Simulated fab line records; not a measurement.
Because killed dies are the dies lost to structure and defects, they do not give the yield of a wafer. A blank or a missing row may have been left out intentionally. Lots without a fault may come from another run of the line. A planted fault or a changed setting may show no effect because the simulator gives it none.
fab line records ; flow rit-cmos
record: lots: 6; wafers: 18; last-day: 7
route steps=202 shown ACTIVE@1 M1@202
lots untouched by any fault: they come from a run of this same line in which no faults occurred
start-h: hours from the record's opening day to when the first of the lot's shown wafers began ; wait-h: hours since the lot's step before ; " as in the row above ; L1.1+2: one row covering several wafers at once ; - no value, or no start was given ; * or withheld: withheld ; < > ~ a bound
route shown NAME@n: a module of which the file shows steps, and the number in the route of the first ; usual: the fault-free wafers' mean and standard deviation ; same: alike in all rows ; chamber/n: place in a boat ; sites: per-site readings ; _std_site: standard deviation across them ; _edge_site: outer sites' mean less inner sites' ; radius-mm: for every site, how far away it sits from the centre of the wafer ; mask NAME#n: copy n ; behind: the most recent tool/chamber to have shaped the wafer ; hold: what put the lot on hold/how long, in hours/how the hold closed ; device: transistor that didn't switch, given as n, p or np ; end of line: the tests these same wafers got at the end of their route ; for a step that has no rows: nothing shown but its recipe ; killed: the dies lost at the first sort to structure and to defects; this is not the yield of the wafer ; map: shows each die of a wafer: x if killed, . if not, _ if none is there
set.NAME: the setting that was run; set.NAME@STEP: the one run at that earlier step ; model.NAME: the simulator's own value behind a step, which no gauge read
lots at selected steps of the route; one table per step, one row per wafer
services: when a tool's chamber went out of use (start-h, in hours from the record's first day, below 0 if earlier), for how many hours, and the reason
== steps ==
step: RIT_ACTIVE_BOW_MEAS_00
recipe: mode: bow
usual: INCOMING_BOW: 1/5.7
lot.wafer;tool;chamber;start-h;wait-h;INCOMING_BOW[um]
L213.4;film-metro-04;-;30.06;-;4
L213.5;film-metro-04;-;30.06;-;5
L213.6;film-metro-04;-;30.06;-;4
L215.1;film-metro-02;-;40.00;-;-5
L215.4;film-metro-02;-;40.00;-;-4
L215.5;film-metro-02;-;40.00;-;3
L216.1;film-metro-02;-;45.00;-;7
L216.2;film-metro-02;-;45.00;-;12
L216.4;film-metro-02;-;45.00;-;-1
L222.1;film-metro-04;-;75.00;-;-3
L222.3;film-metro-04;-;75.00;-;6
L222.4;film-metro-04;-;75.00;-;-4
L224.2;film-metro-04;-;85.02;-;-1
L224.3;film-metro-04;-;85.02;-;-8
L224.6;film-metro-04;-;85.02;-;5
L229.2;film-metro-01;-;110.02;-;3
L229.3;film-metro-01;-;110.02;-;9
L229.4;film-metro-01;-;110.02;-;-5
step: RIT_ACTIVE_OXIDATION_01
recipe: temp-c: 1000; ambient: O2; target-thk-a: 468; ox-time-s: 3360
step: RIT_ACTIVE_THK_MEAS_02
recipe: reads: SiO2_of_ACTIVE_OXIDATION_01
usual: ACTIVE_OXIDE_THK: 47.0/0.94
lot.wafer;tool;chamber;start-h;wait-h;ACTIVE_OXIDE_THK[nm]
L213.4;film-metro-02;-;32.08;0.0;48.1
L213.5;film-metro-02;-;32.08;0.0;48.2
L213.6;film-metro-02;-;32.08;0.0;47.9
L215.1;film-metro-01;-;42.41;0.0;46.6
L215.4;film-metro-01;-;42.41;0.0;46.8
L215.5;film-metro-01;-;42.41;0.0;46.5
L216.1;film-metro-01;-;47.66;0.0;47.1
L216.2;film-metro-01;-;47.66;0.0;47.5
L216.4;film-metro-01;-;47.66;0.0;47.3
L222.1;film-metro-01;-;77.05;0.0;47.1
L222.3;film-metro-01;-;77.05;0.0;47.8
L222.4;film-metro-01;-;77.05;0.0;47.6
L224.2;film-metro-02;-;87.63;0.0;45.0
L224.3;film-metro-02;-;87.63;0.0;45.9
L224.6;film-metro-02;-;87.63;0.0;45.9
L229.2;film-metro-04;-;115.09;0.0;48.7
L229.3;film-metro-04;-;115.09;0.0;48.4
L229.4;film-metro-04;-;115.09;0.0;48.4
step: RIT_ACTIVE_CVD_03
recipe: material: Si3N4; target-thk-nm: 150; temp-c: 810; precursor: SiH2Cl2/NH3; time-s: 1500; pressure-mtorr: 300; sih2cl2-flow-sccm: 60; nh3-flow-sccm: 150
step: RIT_ACTIVE_THK_MEAS_04
recipe: reads: Si3N4_of_ACTIVE_CVD_03
usual: ACTIVE_NITRIDE_THK: 149.4/1.4
lot.wafer;tool;chamber;start-h;wait-h;ACTIVE_NITRIDE_THK[nm]
L213.4;film-metro-04;-;34.09;0.0;150.6
L213.5;film-metro-04;-;34.09;0.0;149.4
L213.6;film-metro-04;-;34.09;0.0;150.8
L215.1;film-metro-02;-;44.65;0.0;149.9
L215.4;film-metro-02;-;44.65;0.0;149.7
L215.5;film-metro-02;-;44.65;0.0;150.6
L216.1;film-metro-04;-;49.14;0.0;150.7
L216.2;film-metro-04;-;49.14;0.0;150.0
L216.4;film-metro-04;-;49.14;0.0;150.1
L222.1;film-metro-04;-;78.53;0.0;149.0
L222.3;film-metro-04;-;78.53;0.0;149.3
L222.4;film-metro-04;-;78.53;0.0;149.1
L224.2;film-metro-04;-;89.11;0.0;150.2
L224.3;film-metro-04;-;89.11;0.0;148.9
L224.6;film-metro-04;-;89.11;0.0;149.7
L229.2;film-metro-02;-;117.27;0.0;146.0
L229.3;film-metro-02;-;117.27;0.0;146.0
L229.4;film-metro-02;-;117.27;0.0;145.8
step: RIT_ACTIVE_HMDS_05
recipe: prime-time-s: 60; prime-temp-c: 140
step: RIT_ACTIVE_COAT_06
recipe: resist: NOVOLAK; spin-rpm: 3250; resist-thk-nm: 995
usual: spin-speed-rpm: 3249.9/2.1
lot.wafer;tool;chamber;start-h;wait-h;spin-speed-rpm;model.NOVOLAK_of_ACTIVE_COAT_06.thk-nm
L213.4;litho-track-03;0;34.34;0.1;3250.0;996.3
L213.5;litho-track-03;0;34.34;0.1;3252.1;997.3
L213.6;litho-track-03;0;34.34;0.1;3248.3;993.9
L215.1;litho-track-03;0;44.86;0.1;3135.0;1017
L215.4;litho-track-03;0;44.86;0.1;3132.3;1019
L215.5;litho-track-03;0;44.86;0.1;3134.7;1018
L216.1;litho-track-03;0;49.35;0.1;3132.3;1009
L216.2;litho-track-03;0;49.35;0.1;3130.2;1009
L216.4;litho-track-03;0;49.35;0.1;3133.3;1013
L222.1;litho-track-04;0;78.74;0.1;3248.4;992.9
L222.3;litho-track-04;0;78.74;0.1;3248.4;992.5
L222.4;litho-track-04;0;78.74;0.1;3247.2;990.4
L224.2;litho-track-02;0;89.34;0.1;3249.1;989.9
L224.3;litho-track-02;0;89.34;0.1;3248.7;993.8
L224.6;litho-track-02;0;89.34;0.1;3247.4;992.7
L229.2;litho-track-04;0;117.50;0.1;3251.7;995.9
L229.3;litho-track-04;0;117.50;0.1;3250.4;993.8
L229.4;litho-track-04;0;117.50;0.1;3253.1;993.5
step: RIT_ACTIVE_SOFTBAKE_07
recipe: resist: NOVOLAK; temp-c: 90; time-s: 60
step: RIT_ACTIVE_EXPOSE_08
recipe: mask-id: M1; na: 0.6; source-shape: conventional; sigma-outer: 0.6; target-cd-nm: 1400; dose-mj: 225
step: RIT_ACTIVE_PEB_09
recipe: resist: NOVOLAK; temp-c: withheld; time-s: withheld
step: RIT_ACTIVE_DEVELOP_10
recipe: resist: NOVOLAK; develop-time-s: 50; dev-temp-c: 23
step: RIT_ACTIVE_CD_MEAS_11
recipe: target-cd-nm: 1400
usual: cd-nm: 1399.8/2.2
lot.wafer;tool;chamber;start-h;wait-h;cd-nm
L213.4;cd-sem-02;-;35.15;-;1401.8
L213.5;cd-sem-02;-;35.15;-;1401.2
L213.6;cd-sem-02;-;35.15;-;1404.4
L215.1;cd-sem-02;-;45.90;-;1405.5
L215.4;cd-sem-02;-;45.90;-;1403.4
L215.5;cd-sem-02;-;45.90;-;1403.7
L216.1;cd-sem-01;-;50.05;-;1397.5
L216.2;cd-sem-01;-;50.05;-;1399.1
L216.4;cd-sem-01;-;50.05;-;1400.7
L222.1;cd-sem-01;-;79.44;-;1400.9
L222.3;cd-sem-01;-;79.44;-;1401.3
L222.4;cd-sem-01;-;79.44;-;1401.2
L224.2;cd-sem-01;-;90.40;-;1399.9
L224.3;cd-sem-01;-;90.40;-;1401.6
L224.6;cd-sem-01;-;90.40;-;1402.1
L229.2;cd-sem-02;-;118.32;-;1395.2
L229.3;cd-sem-02;-;118.32;-;1395.7
L229.4;cd-sem-02;-;118.32;-;1393.7
step: RIT_ACTIVE_HARDBAKE_12
recipe: resist: NOVOLAK; temp-c: 140; time-s: 60
step: RIT_ACTIVE_ETCH_13
recipe: stop-on: SiO2; chemistry: SF6; target: Si3N4; time-s: 210; over-etch-frac: 0.4; SF6_flow_sccm: 200; pressure-mtorr: 260; rf-w: 125; target-depth-a: 2100
usual: chamber-pressure-mTorr: 260.02/0.27; drypump-motor-current-A: 5.5/0.38; oes-product-au: 0.818/0.014; rf-fwd-power-W: 124.7/0.39; throttle-valve-pct: 7.47/0.11
lot.wafer;tool;chamber;start-h;wait-h;chamber-pressure-mTorr;drypump-motor-current-A;oes-product-au;rf-fwd-power-W;rf-hours-counter-h;throttle-valve-pct;model.NOVOLAK_of_ACTIVE_COAT_06.thk-nm
L213.4;rie-diel-01;0;35.36;0.1;259.91;5.1;0.838;125.6;3;7.39;658.1
L213.5;rie-diel-01;1;35.36;0.1;260.05;5.4;0.831;124.9;-;7.48;654.3
L213.6;rie-diel-01;2;35.36;0.1;259.89;5.9;0.823;124.5;-;7.44;646.3
L215.1;rie-diel-03;1;46.36;0.1;260.34;5.3;0.819;124.7;4;7.39;671.2
L215.4;rie-diel-03;0;46.36;0.1;260.41;5.3;0.804;124.2;6;7.58;673.5
L215.5;rie-diel-03;3;46.36;0.1;259.61;5.7;0.827;125.3;-;7.50;674.4
L216.1;rie-diel-04;0;50.32;0.1;260.09;6.2;0.830;125.0;13;7.58;660.3
L216.2;rie-diel-04;2;50.32;0.1;259.97;5.8;0.807;124.7;7;7.77;656.7
L216.4;rie-diel-04;1;50.32;0.1;260.17;4.9;0.838;124.1;118;7.44;670.8
L222.1;rie-diel-03;1;79.73;0.1;260.29;5.3;0.815;124.6;5;7.40;646.5
L222.3;rie-diel-03;3;79.73;0.1;260.08;5.7;0.832;124.6;162;7.52;650.7
L222.4;rie-diel-03;0;79.73;0.1;260.22;5.3;0.797;124.8;-;7.56;645.6
L224.2;rie-diel-04;2;90.65;0.1;260.11;5.8;0.794;124.1;8;7.77;644.5
L224.3;rie-diel-04;3;90.65;0.1;259.86;5.8;0.830;124.4;49;7.49;655.4
L224.6;rie-diel-04;2;90.65;0.1;259.85;5.8;0.808;124.7;-;7.77;645.8
L229.2;rie-diel-01;2;118.57;0.1;260.03;5.9;0.805;124.7;59;7.46;648.9
L229.3;rie-diel-01;3;118.57;0.1;260.33;5.4;0.790;124.6;79;7.45;652.5
L229.4;rie-diel-01;3;118.57;0.1;260.24;5.4;0.795;124.7;-;7.46;651.8
step: RIT_ACTIVE_STRIP_14
recipe: chemistry: O2; time-s: 180; resist: NOVOLAK; platen-temp-c: withheld; power-w: 500; pressure-mtorr: 4000; o2-flow-sccm: 4000
usual: chamber-pressure-mTorr: 4000/3.7; drypump-motor-current-A: 5.9/0.41
lot.wafer;tool;chamber;start-h;wait-h;chamber-pressure-mTorr;drypump-motor-current-A;rf-hours-counter-h
L213.4;plasma-asher-01;1;35.55;0.1;4002;6.5;-
L213.5;plasma-asher-01;1;35.55;0.1;3999;6.5;-
L213.6;plasma-asher-01;0;35.55;0.1;3997;5.4;-
L215.1;plasma-asher-03;1;46.49;0.1;3998;5.6;41
L215.4;plasma-asher-03;0;46.49;0.1;3994;5.9;-
L215.5;plasma-asher-03;0;46.49;0.1;4006;5.8;-
L216.1;plasma-asher-01;1;50.45;0.1;3998;6.5;41
L216.2;plasma-asher-01;0;50.45;0.1;3995;5.5;41
L216.4;plasma-asher-01;1;50.45;0.1;4000;6.5;-
L222.1;plasma-asher-01;1;79.86;0.1;4003;6.5;44
L222.3;plasma-asher-01;0;79.86;0.1;4009;5.5;-
L222.4;plasma-asher-01;1;79.86;0.1;4002;6.5;-
L224.2;plasma-asher-03;1;90.78;0.1;4009;5.7;46
L224.3;plasma-asher-03;0;90.78;0.1;3998;5.8;-
L224.6;plasma-asher-03;1;90.78;0.1;3997;5.7;-
L229.2;plasma-asher-03;1;118.70;0.1;3999;5.6;49
L229.3;plasma-asher-03;0;118.70;0.1;4002;5.8;-
L229.4;plasma-asher-03;1;118.70;0.1;4006;5.6;-
step: RIT_M1_PROBE_99
usual: killed-at-front-end: 6.8/2.9; killed-dies: 6.8/2.9; killed-open: 3.3/1.9; killed-short: 3.5/2
same: gross-dies: 264; killed_at_M0_to_M3: 0; killed_at_M4_up: 0; killed-at-back-side: 0; killed-at-contacts: 0; killed-at-other: 0
lot.wafer;tool;chamber;start-h;wait-h;killed-at-front-end;killed-dies;killed-open;killed-short
L213.4;prober-01;-;87.95;0.2;5;5;2;3
L213.5;prober-01;-;88.00;0.2;9;9;4;5
L213.6;prober-01;-;88.05;0.2;6;6;3;3
L215.1;prober-01;-;103.10;0.1;8;8;2;6
L215.4;prober-01;-;103.25;0.2;10;10;2;8
L215.5;prober-01;-;103.30;0.2;6;6;5;1
L216.1;prober-02;-;103.10;0.1;3;3;2;1
L216.2;prober-02;-;103.15;0.1;4;4;3;1
L216.4;prober-02;-;103.25;0.2;3;3;0;3
L222.1;prober-02;-;132.36;0.1;4;4;2;2
L222.3;prober-02;-;132.46;0.2;8;8;2;6
L222.4;prober-02;-;132.51;0.2;6;6;1;4
L224.2;prober-02;-;145.57;0.1;4;4;1;3
L224.3;prober-02;-;145.62;0.2;4;4;1;3
L224.6;prober-02;-;145.77;0.2;10;10;8;2
L229.2;prober-01;-;163.53;0.1;6;6;3;3
L229.3;prober-01;-;163.58;0.2;12;12;5;7
L229.4;prober-01;-;163.63;0.2;9;9;4;5
killed by level:class
L213.4 GATE:geometric-particle:open=2 FOX1:geometric-particle:short=1 REOX:geometric-particle:short=1 SILICIDE:geometric-particle:short=1
L213.5 GATE:geometric-particle:short=3 FOX1:geometric-particle:short=1 FOX1:geometric-particle:open=1 REOX:geometric-particle:open=1 REOX:geometric-particle:short=1 SPACER:geometric-particle:open=1 SILICIDE:geometric-particle:open=1
L213.6 FOX2:geometric-particle:short=2 GATE:geometric-particle:open=2 SILICIDE:geometric-particle:open=1 SILICIDE:geometric-particle:short=1
L215.1 GATE:geometric-particle:short=2 SPACER:geometric-particle:short=2 FOX2:geometric-particle:short=1 GATE:geometric-particle:open=1 REOX:geometric-particle:short=1 REOX:geometric-particle:open=1
L216.1 GATE:geometric-particle:open=1 GATE:geometric-particle:short=1 SPACER:geometric-particle:open=1
L216.2 GATE:geometric-particle:open=2 FOX1:geometric-particle:short=1 SPACER:geometric-particle:open=1
L215.4 SPACER:geometric-particle:short=3 FOX2:geometric-particle:short=2 SILICIDE:geometric-particle:short=2 FOX2:geometric-particle:open=1 GATE:geometric-particle:short=1 REOX:geometric-particle:open=1
L216.4 GATE:geometric-particle:short=1 REOX:geometric-particle:short=1 SPACER:geometric-particle:short=1
L215.5 REOX:geometric-particle:open=2 GATE:geometric-particle:open=1 REOX:geometric-particle:short=1 SPACER:geometric-particle:open=1 SILICIDE:geometric-particle:open=1
L222.1 GATE:geometric-particle:open=2 FOX2:geometric-particle:short=1 GATE:geometric-particle:short=1
L222.3 FOX1:geometric-particle:short=2 GATE:geometric-particle:short=2 GATE:geometric-particle:open=2 SPACER:geometric-particle:short=2
L222.4 SILICIDE:geometric-particle:short=2 FOX2:geometric-particle:short=1 GATE:geometric-particle:short=1 SILICIDE:geometric-particle:open=1 NRETRO:coat-microbubble-printed=1
L224.2 GATE:geometric-particle:short=2 FOX2:geometric-particle:open=1 SPACER:geometric-particle:short=1
L224.3 FOX1:geometric-particle:short=1 GATE:geometric-particle:open=1 GATE:geometric-particle:short=1 SILICIDE:geometric-particle:short=1
L224.6 GATE:geometric-particle:open=5 SPACER:geometric-particle:short=2 SPACER:geometric-particle:open=2 SILICIDE:geometric-particle:open=1
L229.2 GATE:geometric-particle:open=2 GATE:geometric-particle:short=1 REOX:geometric-particle:open=1 REOX:geometric-particle:short=1 SPACER:geometric-particle:short=1
L229.3 GATE:geometric-particle:short=5 GATE:geometric-particle:open=2 FOX2:geometric-particle:open=1 FOX2:geometric-particle:short=1 REOX:geometric-particle:open=1 REOX:geometric-particle:short=1 SILICIDE:geometric-particle:open=1
L229.4 GATE:geometric-particle:short=3 GATE:geometric-particle:open=2 REOX:geometric-particle:short=1 REOX:geometric-particle:open=1 SPACER:geometric-particle:short=1 SPACER:geometric-particle:open=1
== services ==
tool;chamber;start-h;hours;kind
plasma-asher-01;-;15.29;2.2;repair
rie-diel-04;-;47.35;2.8;pm
rie-diel-03;-;72.23;0.4;repair
rie-diel-03;2;76.22;-;clean
rie-diel-03;2;76.22;24.6;scheduled-down
rie-diel-03;2;76.22;24.6;vent-cycle
rie-diel-01;2;84.55;14.7;repair
plasma-asher-03;-;91.42;15.0;pm
rie-diel-03;3;100.78;-;clean
rie-diel-03;3;100.78;16.7;scheduled-down
rie-diel-03;3;100.78;16.7;vent-cycle
rie-diel-03;0;103.13;20.8;repair
plasma-asher-01;-;106.39;14.1;pm
rie-diel-04;2;109.09;2.8;repair
rie-diel-01;1;114.64;-;clean
rie-diel-01;1;114.64;22.7;scheduled-down
rie-diel-01;1;114.64;22.7;vent-cycle
== key ==
first-sign: step: RIT_ACTIVE_COAT_06; reading: spin-speed-rpm; direction: down; sigmas: 56; usual: 3249.9; struck: 3133.0
effect none on later readings
model-effect: step: RIT_ACTIVE_COAT_06; value: NOVOLAK_of_ACTIVE_COAT_06.thk-nm; without: 995.5; struck: 1014
model-effect: step: RIT_ACTIVE_ETCH_13; value: NOVOLAK_of_ACTIVE_COAT_06.thk-nm; without: 651.7; struck: 667.8
met-at RIT_ACTIVE_COAT_06
struck-wafers L215.1,L215.4,L215.5,L216.1,L216.2,L216.4
tester-left-out L215,L216
onset-between 34.34 44.86
fault: kind: process-parameter-drift; tool: litho-track-03; chamber: -; onset-h: 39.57; steps: RIT_ACTIVE_COAT_06; channel: spin-rpm; offset: -117.33; shape: step; end-h: 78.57; acts-in: these-recipes-only; stated: 3250
tester-left-out: of these lots the tester's yield and bins aren't shown, on N5 and GAA mostly nor the transistor test; their killed dies are dies lost to structure and defects alone, not to doping, threshold or leakage, so they don't give the yield
